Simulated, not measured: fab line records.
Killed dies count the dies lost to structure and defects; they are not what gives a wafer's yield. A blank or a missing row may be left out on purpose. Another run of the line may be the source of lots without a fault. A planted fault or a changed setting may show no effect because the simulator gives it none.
fab line records	flow ritCmos
record lots=14	wafers=42	lastDay=8
route steps=202 shown PSD@148 SILICIDE@167 M1@184
lots untouched by any fault: they come from a run of this same line in which no faults occurred
startH: hours from the record's first day to the start of the lot's first wafer shown	waitH: hours from the lot's prior step to this one	" identical to the entry in the row above	L1.1+2: several wafers, shown together as one row	- either no value or no given start	* or withheld: withheld	< > ~ a bound
route shown NAME@n: NAME is a module with steps in the file, n the number in the route of the first one	usual: average and standard deviation across the fault-free wafers	same: alike in all rows	chamber/n: place in a boat	sites: per-site readings	_std_site: the values' standard deviation	_edge_site: inner sites' mean taken away from outer sites' mean	radiusMm: for every site, how far away it sits from the centre of the wafer	mask NAME#n: copy n	behind: tool/chamber where the wafer was last shaped	hold: what put the lot on hold/how long, in hours/how the hold closed	device: transistor that didn't switch, given as n, p or np	end of line: at the end of the route, the tests of the same wafers	a step without rows: its recipe alone	killed: the dies lost at the first sort to structure and to defects; this is not the yield of the wafer	map: shows each die of a wafer: x if killed, . if not, _ if none is there
set.NAME: the run value of the setting; set.NAME@STEP: its run value at that earlier step	model.NAME: the simulator's own value behind a step, which no gauge read
route steps across a sampled set of lots; one table per step, one row per wafer
services: when a tool's chamber went out of use (startH, in hours from the record's first day, below 0 if earlier), for how many hours, and the reason
## steps
# step RIT_PSD_OVL_MEAS_06
# usual PSD_OVL=-0.5/1.5
lot.wafer	tool	chamber	startH	waitH	PSD_OVL[nm]
L166.4	overlay-01	-	67.56	-	0.8
L166.5	"	-	"	"	0.2
L166.6	"	-	"	"	0.5
L167.3	overlay-01	-	68.12	-	-0.5
L167.4	"	-	"	"	-1.8
L167.5	"	-	"	"	-2.5
L168.1	overlay-01	-	77.23	-	-1.2
L168.2	"	-	"	"	-2.9
L168.5	"	-	"	"	-0.4
L170.1	overlay-01	-	87.02	-	2.0
L170.3	"	-	"	"	2.0
L170.4	"	-	"	"	2.1
L171.3	overlay-02	-	92.36	-	1.0
L171.4	"	-	"	"	-0.4
L171.5	"	-	"	"	-0.4
L172.1	overlay-01	-	96.52	-	0.9
L172.3	"	-	"	"	1.7
L172.4	"	-	"	"	0.1
L173.2	overlay-01	-	100.92	-	-0.4
L173.3	"	-	"	"	0.5
L173.6	"	-	"	"	-2.3
L174.2	overlay-02	-	106.66	-	0.2
L174.4	"	-	"	"	1.0
L174.5	"	-	"	"	2.3
L176.1	overlay-01	-	113.92	-	-1.2
L176.2	"	-	"	"	-0.8
L176.3	"	-	"	"	-0.8
L180.4	overlay-01	-	132.32	-	0.4
L180.5	"	-	"	"	1.5
L180.6	"	-	"	"	-0.2
L185.1	overlay-02	-	155.01	-	-0.7
L185.3	"	-	"	"	-2.4
L185.6	"	-	"	"	-2.1
L186.3	overlay-02	-	163.06	-	-1.9
L186.5	"	-	"	"	-4.4
L186.6	"	-	"	"	-4.1
L187.1	overlay-01	-	172.38	-	-0.6
L187.2	"	-	"	"	-0.8
L187.4	"	-	"	"	0.6
L188.1	overlay-02	-	173.45	-	-0.7
L188.2	"	-	"	"	-1.1
L188.3	"	-	"	"	-0.8
# step RIT_SILICIDE_RTA_06
# recipe tempC=750	timeS=10	idleTempC=25	rampUpS=5	rampDownS=10	coolToC=25	ambient=N2
# usual wafer_temp_C_max=754.2/0.79
lot.wafer	tool	chamber	startH	waitH	wafer_temp_C_max
L166.4	rtpAnneal-02	0	69.82	0.0	753.7
L166.5	"	0	"	"	753.2
L166.6	"	0	"	"	754.6
L167.3	rtpAnneal-02	0	70.13	0.0	753.7
L167.4	"	0	"	"	756.1
L167.5	"	0	"	"	753.9
L168.1	rtpAnneal-01	0	79.22	0.0	753.9
L168.2	"	0	"	"	753.7
L168.5	"	0	"	"	753.8
L170.1	rtpAnneal-01	0	88.99	0.0	753.4
L170.3	"	0	"	"	753.5
L170.4	"	0	"	"	753.8
L171.3	rtpAnneal-02	0	94.30	0.0	753.9
L171.4	"	0	"	"	755.2
L171.5	"	0	"	"	755.0
L172.1	rtpAnneal-01	0	98.51	0.0	754.7
L172.3	"	0	"	"	754.5
L172.4	"	0	"	"	753.7
L173.2	rtpAnneal-02	0	102.87	0.0	755.6
L173.3	"	0	"	"	755.5
L173.6	"	0	"	"	754.4
L174.2	rtpAnneal-01	0	108.59	0.0	754.2
L174.4	"	0	"	"	755.3
L174.5	"	0	"	"	753.2
L176.1	rtpAnneal-01	0	115.91	0.0	755.9
L176.2	"	0	"	"	753.8
L176.3	"	0	"	"	753.8
L180.4	rtpAnneal-01	0	134.31	0.0	754.5
L180.5	"	0	"	"	754.6
L180.6	"	0	"	"	755.0
L185.1	rtpAnneal-02	0	156.94	0.0	753.7
L185.3	"	0	"	"	754.7
L185.6	"	0	"	"	753.5
L186.3	rtpAnneal-01	0	165.00	0.0	753.9
L186.5	"	0	"	"	755.5
L186.6	"	0	"	"	753.4
L187.1	rtpAnneal-02	0	174.31	0.0	754.6
L187.2	"	0	"	"	754.0
L187.4	"	0	"	"	754.1
L188.1	rtpAnneal-01	0	175.37	0.0	754.0
L188.2	"	0	"	"	755.4
L188.3	"	0	"	"	753.3
# step RIT_M1_SPUTTER_00
# recipe material=Al	targetThkNm=400	powerW=2000	chamberPressurePa=0.4	gas=Ar	timeS=522.4	substrateTempC=25
# usual chamberPressurePa=0.4001/0.00078	substrateTempC=25.00/0.1	throttleValvePct=29.8/1.5
lot.wafer	tool	chamber	startH	waitH	chamberPressurePa	substrateTempC	throttleValvePct
L166.4	pvdSputter-02	-	72.21	0.0	0.4001	25.10	27.9
L166.5	"	-	"	"	0.3992	25.00	32.0
L166.6	"	-	"	"	0.4009	24.99	28.0
L167.3	pvdSputter-04	-	72.54	0.0	0.4010	25.28	30.1
L167.4	"	-	"	"	0.3994	24.88	29.6
L167.5	"	-	"	"	0.4000	25.05	28.5
L168.1	pvdSputter-03	-	81.89	0.0	0.4002	25.04	29.8
L168.2	"	-	"	"	0.4003	24.85	29.2
L168.5	"	-	"	"	0.3998	24.91	29.4
L170.1	pvdSputter-03	-	91.46	0.0	0.4002	25.04	29.8
L170.3	"	-	"	"	0.4008	25.05	31.7
L170.4	"	-	"	"	0.4005	25.03	27.4
L171.3	pvdSputter-04	-	96.71	0.0	0.4011	24.85	28.3
L171.4	"	-	"	"	0.3996	25.03	30.1
L171.5	"	-	"	"	0.4002	24.87	31.4
L172.1	pvdSputter-03	-	101.01	0.0	0.4007	25.11	31.8
L172.3	"	-	"	"	0.3997	25.04	30.0
L172.4	"	-	"	"	0.3996	24.98	27.6
L173.2	pvdSputter-04	-	105.27	0.0	0.4005	24.75	30.1
L173.3	"	-	"	"	0.4008	25.09	28.4
L173.6	"	-	"	"	0.3994	24.85	30.2
L174.2	pvdSputter-03	-	111.06	0.0	0.4008	25.05	30.1
L174.4	"	-	"	"	0.3994	25.10	27.3
L174.5	"	-	"	"	0.4010	25.05	29.1
L176.1	pvdSputter-03	-	118.59	0.0	0.4188	25.05	31.7
L176.2	"	-	"	"	0.4188	24.99	29.2
L176.3	"	-	"	"	0.4190	25.07	28.7
L180.4	pvdSputter-03	-	137.13	0.0	0.4191	25.01	29.1
L180.5	"	-	"	"	0.4183	24.95	27.0
L180.6	"	-	"	"	0.4201	24.67	31.3
L185.1	pvdSputter-04	-	159.23	0.0	0.4005	25.22	31.5
L185.3	"	-	"	"	0.4019	24.84	28.5
L185.6	"	-	"	"	0.4013	24.99	29.4
L186.3	pvdSputter-02	-	167.26	0.0	0.4006	25.02	32.2
L186.5	"	-	"	"	0.3994	25.05	27.8
L186.6	"	-	"	"	0.4009	24.90	32.2
L187.1	pvdSputter-04	-	176.61	0.0	0.3996	25.04	30.0
L187.2	"	-	"	"	0.3987	25.07	28.3
L187.4	"	-	"	"	0.3991	24.99	29.5
L188.1	pvdSputter-02	-	177.66	0.0	0.4007	24.92	32.2
L188.2	"	-	"	"	0.4003	24.91	29.3
L188.3	"	-	"	"	0.3993	24.97	27.5
# step RIT_M1_STRIP_14
# recipe chemistry=O2	timeS=180	platenTempC=withheld	powerW=500	pressureMtorr=4000	o2FlowSccm=4000
# usual drypumpMotorCurrentA=6.1/0.36
lot.wafer	tool	chamber	startH	waitH	drypumpMotorCurrentA	rfHoursCounterH
L166.4	plasmaAsher-03	1	74.55	0.1	5.7	-
L166.5	"	1	"	"	5.7	-
L166.6	"	0	"	"	5.8	-
L167.3	plasmaAsher-04	1	74.82	0.1	6.3	-
L167.4	"	0	"	"	6.7	-
L167.5	"	0	"	"	6.7	-
L168.1	plasmaAsher-01	1	83.98	0.0	6.5	44
L168.2	"	0	"	"	5.7	44
L168.5	"	0	"	"	5.7	-
L170.1	plasmaAsher-04	1	93.68	0.0	6.3	26
L170.3	"	0	"	"	6.7	-
L170.4	"	1	"	"	6.3	-
L171.3	plasmaAsher-03	0	98.99	0.1	5.8	-
L171.4	"	1	"	"	5.8	-
L171.5	"	1	"	"	5.7	-
L172.1	plasmaAsher-04	1	103.23	0.0	6.3	27
L172.3	"	1	"	"	6.3	-
L172.4	"	0	"	"	6.7	-
L173.2	plasmaAsher-04	1	107.38	0.0	6.3	28
L173.3	"	1	"	"	6.3	-
L173.6	"	0	"	"	6.6	-
L174.2	plasmaAsher-04	1	113.38	0.1	6.3	29
L174.4	"	1	"	"	6.3	-
L174.5	"	1	"	"	6.3	-
L176.1	plasmaAsher-03	0	120.69	0.0	5.8	47
L176.2	"	1	"	"	5.8	47
L176.3	"	1	"	"	5.8	-
L180.4	plasmaAsher-03	1	139.29	0.1	5.8	-
L180.5	"	1	"	"	5.8	-
L180.6	"	0	"	"	5.9	-
L185.1	plasmaAsher-03	0	161.33	0.0	5.8	51
L185.3	"	1	"	"	5.7	-
L185.6	"	0	"	"	5.8	-
L186.3	plasmaAsher-04	1	169.58	0.1	6.3	-
L186.5	"	0	"	"	6.6	-
L186.6	"	1	"	"	6.4	-
L187.1	plasmaAsher-01	0	178.71	0.0	5.7	6
L187.2	"	1	"	"	6.4	6
L187.4	"	0	"	"	5.7	-
L188.1	plasmaAsher-01	1	179.88	0.0	6.4	6
L188.2	"	0	"	"	5.7	6
L188.3	"	1	"	"	6.4	-
# step RIT_M1_PROBE_99
# usual defectLimitedYield=97.1/1.1	killed_at_M0_to_M3=0.0/0.12	killedAtContacts=0.0/0.16	killedAtFrontEnd=7.5/2.8	killedDies=7.6/2.9	killedOpen=3.7/2	killedShort=3.8/2	sort_bin_3_pad_short=0.1/0.25	sort_bin_5_function=1.6/0.85	sort_bin_6_memory=1.1/0.62	sortNPass=256.4/2.9	sortYieldPct=97.1/1.1
# same grossDies=264	killed_at_M4_up=0	killedAtBackSide=0	killedAtOther=0
lot.wafer	tool	chamber	startH	waitH	defectLimitedYield[%]	killed_at_M0_to_M3	killedAtContacts	killedAtFrontEnd	killedDies	killedOpen	killedShort	sort_bin_3_pad_short[%]	sort_bin_5_function[%]	sort_bin_6_memory[%]	sortNPass	sortYieldPct[%]
L166.4	prober-02	-	76.55	0.2	96.6	0	0	9	9	3	6	1.1	1.5	0.8	255.0	96.6
L166.5	prober-02	-	76.60	0.2	95.8	0	0	11	11	5	6	0.8	1.9	1.5	253.0	95.8
L166.6	prober-02	-	76.65	0.2	97.0	0	0	8	8	6	2	0	2.7	0.4	256.0	97.0
L167.3	prober-01	-	78.00	0.2	96.2	0	0	10	10	4	6	1.1	1.5	1.1	254.0	96.2
L167.4	prober-01	-	78.05	0.2	97.0	0	0	8	8	4	4	0.4	1.5	1.1	256.0	97.0
L167.5	prober-01	-	78.10	0.2	97.3	0	0	7	7	4	3	0.4	1.5	0.8	257.0	97.3
L168.1	prober-02	-	85.90	0.1	95.8	0	0	11	11	8	2	0	3.8	0.4	253.0	95.8
L168.2	prober-02	-	85.95	0.1	95.8	1	0	10	11	4	5	0	2.7	1.5	253.0	95.8
L168.5	prober-02	-	86.10	0.2	97.7	0	0	6	6	2	3	0	1.1	1.1	258.0	97.7
L170.1	prober-02	-	95.60	0.1	95.5	0	0	12	12	7	5	0	3.0	1.5	252.0	95.5
L170.3	prober-02	-	95.70	0.2	98.5	0	0	4	4	2	2	0	1.1	0.4	260.0	98.5
L170.4	prober-02	-	95.75	0.2	99.2	0	0	2	2	0	2	0.4	0	0.4	262.0	99.2
L171.3	prober-01	-	100.95	0.2	96.2	0	0	10	10	6	4	0.4	2.3	1.1	254.0	96.2
L171.4	prober-01	-	101.00	0.2	97.3	0	0	7	7	5	2	0	1.5	1.1	257.0	97.3
L171.5	prober-01	-	101.05	0.2	98.1	0	0	5	5	1	4	0	1.1	0.8	259.0	98.1
L172.1	prober-02	-	105.14	0.1	98.1	0	0	5	5	2	3	0	0.8	1.1	259.0	98.1
L172.3	prober-02	-	105.24	0.2	97.3	0	0	7	7	6	1	0	1.5	1.1	257.0	97.3
L172.4	prober-02	-	105.29	0.2	97.7	0	0	6	6	2	4	0	2.3	0	258.0	97.7
L173.2	prober-01	-	109.34	0.1	97.7	0	0	6	6	3	3	0	1.9	0.4	258.0	97.7
L173.3	prober-01	-	109.39	0.2	97.0	0	0	8	8	3	5	0	2.3	0.8	256.0	97.0
L173.6	prober-01	-	109.54	0.2	98.9	0	0	3	3	2	1	0	0.4	0.8	261.0	98.9
L174.2	prober-02	-	115.35	0.1	96.6	0	0	9	9	3	6	0	1.5	1.9	255.0	96.6
L174.4	prober-02	-	115.45	0.2	96.2	0	0	10	10	2	8	0	2.7	1.1	254.0	96.2
L174.5	prober-02	-	115.50	0.2	96.6	0	0	9	9	6	3	0	2.3	1.1	255.0	96.6
L176.1	prober-01	-	122.60	0.1	97.0	0	0	8	8	7	1	0	1.5	1.5	256.0	97.0
L176.2	prober-01	-	122.65	0.1	98.9	0	0	3	3	3	0	0	0.8	0.4	261.0	98.9
L176.3	prober-01	-	122.70	0.2	96.2	0	0	10	10	5	5	0.4	1.5	1.9	254.0	96.2
L180.4	prober-01	-	141.29	0.2	98.5	0	0	4	4	2	2	0	1.5	0	260.0	98.5
L180.5	prober-01	-	141.34	0.2	98.1	0	1	4	5	2	3	0	1.1	0.8	259.0	98.1
L180.6	prober-01	-	141.39	0.2	97.7	0	0	6	6	5	1	0	1.1	1.1	258.0	97.7
L185.1	prober-02	-	163.24	0.1	97.0	0	0	8	8	3	5	0	2.3	0.8	256.0	97.0
L185.3	prober-02	-	163.34	0.2	98.5	0	0	4	4	2	2	0	0.8	0.8	260.0	98.5
L185.6	prober-02	-	163.49	0.2	95.5	0	0	12	12	4	8	0.4	3.0	1.1	252.0	95.5
L186.3	prober-01	-	171.54	0.2	96.2	0	0	10	10	3	6	0.4	2.3	1.1	254.0	96.2
L186.5	prober-01	-	171.64	0.2	99.2	0	0	2	2	0	1	0	0	0.8	262.0	99.2
L186.6	prober-01	-	171.69	0.2	94.7	0	1	13	14	8	6	0	2.3	3.0	250.0	94.7
L187.1	prober-02	-	180.63	0.1	95.1	0	0	13	13	5	8	0.4	2.7	1.9	251.0	95.1
L187.2	prober-02	-	180.68	0.1	96.6	0	0	9	9	4	5	0	1.1	2.3	255.0	96.6
L187.4	prober-02	-	180.78	0.2	97.7	0	0	6	6	4	2	0	0.8	1.5	258.0	97.7
L188.1	prober-01	-	182.13	0.1	97.0	0	0	8	8	6	2	0	2.3	0.8	256.0	97.0
L188.2	prober-01	-	182.18	0.1	96.6	0	0	9	9	3	6	0.8	0.8	1.9	255.0	96.6
L188.3	prober-01	-	182.23	0.2	94.7	0	1	13	14	5	9	0	3.4	1.9	250.0	94.7
# killed by level:class
L166.4 REOX:geometricParticle:short=2 ACTIVE:geometricParticle:short=1 FOX1:geometricParticle:open=1 FOX1:geometricParticle:short=1 FOX2:geometricParticle:short=1 GATE:geometricParticle:short=1 SPACER:geometricParticle:open=1 SILICIDE:geometricParticle:open=1
L166.5 FOX1:geometricParticle:open=2 FOX1:geometricParticle:short=2 GATE:geometricParticle:short=2 SPACER:geometricParticle:short=2 GATE:geometricParticle:open=1 SPACER:geometricParticle:open=1 SILICIDE:geometricParticle:open=1
L166.6 GATE:geometricParticle:short=2 GATE:geometricParticle:open=2 SPACER:geometricParticle:open=2 SILICIDE:geometricParticle:open=2
L167.3 GATE:geometricParticle:short=3 GATE:geometricParticle:open=2 FOX2:geometricParticle:open=1 FOX2:geometricParticle:short=1 REOX:geometricParticle:short=1 SPACER:geometricParticle:short=1 SILICIDE:geometricParticle:open=1
L167.4 FOX2:geometricParticle:short=2 REOX:geometricParticle:short=2 SPACER:geometricParticle:open=2 GATE:geometricParticle:open=1 REOX:geometricParticle:open=1
L167.5 GATE:geometricParticle:open=2 SPACER:geometricParticle:short=2 FOX2:geometricParticle:open=1 GATE:geometricParticle:short=1 SPACER:geometricParticle:open=1
L168.1 GATE:geometricParticle:open=5 FOX1:geometricParticle:open=3 GATE:geometricParticle:short=2 NSD:coatMicrobubblePrinted=1
L168.2 GATE:geometricParticle:short=3 NSD:coatMicrobubblePrinted=2 FOX1:geometricParticle:short=1 FOX1:geometricParticle:open=1 GATE:geometricParticle:open=1 SPACER:geometricParticle:short=1 SILICIDE:geometricParticle:open=1 M1:geometricParticle:open=1
L168.5 FOX2:geometricParticle:open=1 GATE:geometricParticle:short=1 REOX:geometricParticle:short=1 SILICIDE:geometricParticle:open=1 SILICIDE:geometricParticle:short=1 NSD:coatMicrobubblePrinted=1
L170.1 GATE:geometricParticle:open=4 FOX2:geometricParticle:open=2 SILICIDE:geometricParticle:short=2 FOX1:geometricParticle:short=1 FOX1:geometricParticle:open=1 GATE:geometricParticle:short=1 SPACER:geometricParticle:short=1
L170.3 SPACER:geometricParticle:open=2 GATE:geometricParticle:short=1 REOX:geometricParticle:short=1
L170.4 FOX1:geometricParticle:short=1 GATE:geometricParticle:short=1
L171.3 FOX1:geometricParticle:open=3 GATE:geometricParticle:short=2 GATE:geometricParticle:open=1 REOX:geometricParticle:open=1 REOX:geometricParticle:short=1 SPACER:geometricParticle:open=1 SILICIDE:geometricParticle:short=1
L171.4 FOX1:geometricParticle:open=2 FOX1:geometricParticle:short=1 GATE:geometricParticle:open=1 REOX:geometricParticle:open=1 SPACER:geometricParticle:short=1 SILICIDE:geometricParticle:open=1
L171.5 GATE:geometricParticle:short=3 GATE:geometricParticle:open=1 REOX:geometricParticle:short=1
L172.1 GATE:geometricParticle:short=1 GATE:geometricParticle:open=1 SPACER:geometricParticle:open=1 SPACER:geometricParticle:short=1 SILICIDE:geometricParticle:short=1
L172.3 GATE:geometricParticle:open=3 SPACER:geometricParticle:open=2 FOX1:geometricParticle:short=1 FOX2:geometricParticle:open=1
L172.4 GATE:geometricParticle:short=2 SILICIDE:geometricParticle:short=2 GATE:geometricParticle:open=1 SILICIDE:geometricParticle:open=1
L173.2 FOX1:geometricParticle:open=1 FOX2:geometricParticle:open=1 FOX2:geometricParticle:short=1 GATE:geometricParticle:open=1 GATE:geometricParticle:short=1 REOX:geometricParticle:short=1
L173.3 FOX1:geometricParticle:short=2 GATE:geometricParticle:short=2 GATE:geometricParticle:open=2 REOX:geometricParticle:short=1 SPACER:geometricParticle:open=1
L173.6 FOX1:geometricParticle:open=1 FOX2:geometricParticle:short=1 GATE:geometricParticle:open=1
L174.2 GATE:geometricParticle:short=2 SPACER:geometricParticle:short=2 SILICIDE:geometricParticle:open=2 FOX1:geometricParticle:short=1 GATE:geometricParticle:open=1 SILICIDE:geometricParticle:short=1
L174.4 GATE:geometricParticle:short=2 REOX:geometricParticle:short=2 SPACER:geometricParticle:short=2 FOX2:geometricParticle:short=1 GATE:geometricParticle:open=1 SILICIDE:geometricParticle:short=1 SILICIDE:geometricParticle:open=1
L174.5 FOX1:geometricParticle:open=2 GATE:geometricParticle:short=2 SPACER:geometricParticle:open=2 GATE:geometricParticle:open=1 REOX:geometricParticle:open=1 SPACER:geometricParticle:short=1
L176.1 GATE:geometricParticle:open=6 FOX2:geometricParticle:open=1 GATE:geometricParticle:short=1
L176.2 GATE:geometricParticle:open=1 REOX:geometricParticle:open=1 SILICIDE:geometricParticle:open=1
L176.3 GATE:geometricParticle:short=2 FOX1:geometricParticle:short=1 FOX2:geometricParticle:open=1 GATE:geometricParticle:open=1 REOX:geometricParticle:open=1 SPACER:geometricParticle:open=1 SPACER:geometricParticle:short=1 SILICIDE:geometricParticle:short=1
L180.4 GATE:geometricParticle:open=1 GATE:geometricParticle:short=1 SPACER:geometricParticle:open=1 SPACER:geometricParticle:short=1
L180.5 REOX:geometricParticle:short=2 GATE:geometricParticle:short=1 GATE:geometricParticle:open=1 CONTACT:geometricParticle:open=1
L180.6 GATE:geometricParticle:open=3 FOX1:geometricParticle:open=1 FOX2:geometricParticle:open=1 GATE:geometricParticle:short=1
L185.1 SPACER:geometricParticle:short=3 GATE:geometricParticle:short=2 FOX1:geometricParticle:open=1 GATE:geometricParticle:open=1 SILICIDE:geometricParticle:open=1
L185.3 FOX1:geometricParticle:open=1 FOX2:geometricParticle:open=1 GATE:geometricParticle:short=1 SPACER:geometricParticle:short=1
L185.6 GATE:geometricParticle:short=4 REOX:geometricParticle:open=2 SILICIDE:geometricParticle:short=2 FOX2:geometricParticle:open=1 GATE:geometricParticle:open=1 REOX:geometricParticle:short=1 SPACER:geometricParticle:short=1
L186.3 GATE:geometricParticle:short=4 ACTIVE:geometricParticle:open=1 FOX1:geometricParticle:short=1 GATE:geometricParticle:open=1 REOX:geometricParticle:short=1 SPACER:geometricParticle:open=1 NRETRO:coatMicrobubblePrinted=1
L186.5 GATE:geometricParticle:short=1 NRETRO:coatMicrobubblePrinted=1
L186.6 GATE:geometricParticle:open=4 FOX2:geometricParticle:short=3 GATE:geometricParticle:short=2 SPACER:geometricParticle:open=2 FOX1:geometricParticle:open=1 SPACER:geometricParticle:short=1 CONTACT:geometricParticle:open=1
L187.1 FOX1:geometricParticle:short=3 GATE:geometricParticle:short=3 GATE:geometricParticle:open=3 FOX2:geometricParticle:short=1 REOX:geometricParticle:open=1 REOX:geometricParticle:short=1 SPACER:geometricParticle:open=1
L187.2 GATE:geometricParticle:open=3 SPACER:geometricParticle:short=3 FOX1:geometricParticle:short=1 FOX1:geometricParticle:open=1 REOX:geometricParticle:short=1
L187.4 GATE:geometricParticle:open=3 GATE:geometricParticle:short=2 SILICIDE:geometricParticle:open=1
L188.1 GATE:geometricParticle:open=5 GATE:geometricParticle:short=1 REOX:geometricParticle:open=1 SILICIDE:geometricParticle:short=1
L188.2 REOX:geometricParticle:short=3 GATE:geometricParticle:open=2 FOX2:geometricParticle:short=1 GATE:geometricParticle:short=1 SPACER:geometricParticle:open=1 SPACER:geometricParticle:short=1
L188.3 GATE:geometricParticle:short=3 REOX:geometricParticle:short=2 SPACER:geometricParticle:open=2 FOX1:geometricParticle:short=1 FOX2:geometricParticle:short=1 GATE:geometricParticle:open=1 REOX:geometricParticle:open=1 SILICIDE:geometricParticle:short=1
## services
tool	chamber	startH	hours	kind
pvdSputter-02	-	64.63	1.8	repair
plasmaAsher-01	-	108.75	9.0	pm
plasmaAsher-01	0	108.75	9.0	ventCycle
plasmaAsher-01	1	108.75	9.0	ventCycle
plasmaAsher-03	-	110.39	7.6	repair
pvdSputter-04	-	116.49	2.0	repair
plasmaAsher-01	0	117.75	-	clean
plasmaAsher-01	1	117.75	-	clean
rtpAnneal-02	-	147.55	5.6	pm
plasmaAsher-04	-	158.88	1.4	repair
plasmaAsher-03	-	162.43	1.9	repair
## key
firstSign step=RIT_M1_SPUTTER_00	reading=chamberPressurePa	direction=up	sigmas=24	usual=0.4001	struck=0.4190
effect none on later readings
metAt RIT_M1_SPUTTER_00
struckLots L176,L180
notActingAt RIT_PSD_OVL_MEAS_06,RIT_SILICIDE_RTA_06,RIT_M1_STRIP_14
onsetBetween 111.06 118.59
fault kind=processParameterDrift	tool=pvdSputter-03	chamber=-	onsetH=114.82	steps=RIT_M1_SPUTTER_00	channel=chamberPressurePa	offset=0.018091	shape=step	endH=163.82	actsIn=theseRecipesOnly	stated=0.4
